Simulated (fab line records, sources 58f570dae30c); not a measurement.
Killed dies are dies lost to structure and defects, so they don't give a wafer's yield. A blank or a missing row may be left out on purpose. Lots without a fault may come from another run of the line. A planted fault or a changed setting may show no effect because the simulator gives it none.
A struck lot beside a sound one | flow berkeley_cmos170 | 14 steps out of a route of 331
Sound: wafers L493.2, L493.4, L493.6. Struck: wafers L500.3, L500.4, L500.5. The cause comes at the end.
At each step with rows: each side's tool, then ch and its chambers, then its first start. Under that, the readings that differ: sound wafers | struck wafers | difference of the means | sigmas: that difference in standard deviations of wafers without a fault.
alike: readings whose means differ by less than 2 such deviations, and words and numbers that are the same on both sides. not compared: withheld readings, readings that some wafer has no value for, bounds like >300 that may hide the same value, and numbers for which the record gives no deviation and whose values overlap.
The two part at a step that has a row with sigmas, a row that says differs or no value, or rows on one side only. Numbers that don't overlap but have no deviation are shown without sigmas and don't part them. A reading that every wafer of one side lacks parts them only if that side has two wafers or more.

first, 2 steps without rows for these wafers: UCB170_PSD_PEB_04; UCB170_PSD_DEVELOP_05 (develop time 45 s).
UCB170_PSD_CD_MEAS_06: target cd 1200 nm.
  sound on cd_sem-01, day 9 03:30; struck on cd_sem-01, day 11 02:54
  alike: cd_nm
UCB170_PSD_OVL_MEAS_07:
  sound on overlay-01, day 9 03:37; struck on overlay-01, day 11 03:00
  alike: PSD_OVL
then, 1 step without rows for these wafers: UCB170_PSD_IMPLANT_08.
UCB170_PSD_STRIP_09: strips in O2.
  sound on plasma_asher-04 ch 0,1, day 9 03:47; struck on plasma_asher-02 ch 0,1, day 11 03:12
  alike: drypump_motor_current_A, oes_product_au, strip_time_to_endpoint_s
  not compared: rf_hours_counter_h
UCB170_PSD_TW_MEAS_10:
  sound on film_metro-01, day 9 03:54; struck on film_metro-02, day 11 03:17
  alike: PSD_TW
then, 5 steps without rows for these wafers: UCB170_PSD_CLEAN_11 (cleans in SPM, time 600 s); UCB170_NSD_HMDS_00 (prime time 60 s); UCB170_NSD_COAT_01 (resist thk 900 nm); UCB170_NSD_SOFTBAKE_02 (time 60 s); UCB170_NSD_EXPOSE_03 (exposes mask NSELECT MOD, target cd 1200 nm).
UCB170_NSD_PEB_04:
  sound on litho_track-01 ch 0, day 9 05:19; struck on litho_track-01, day 11 04:44
  no value came back on the struck wafers for chill_plate_temp_C (C), exhaust_pa (Pa), plate_temp_C (C), resist_line_temp_C (C); on the sound wafers chill_plate_temp_C (C) reads 22.93 22.85 22.92
then, 1 step without rows for these wafers: UCB170_NSD_DEVELOP_05 (develop time 45 s).

WHERE THEY PART
Only at UCB170_NSD_PEB_04, within this record.

WHY: what the simulator had put in
Skipped step whole: litho_track-01, from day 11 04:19 on, at UCB170_NSD_PEB_04. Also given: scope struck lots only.
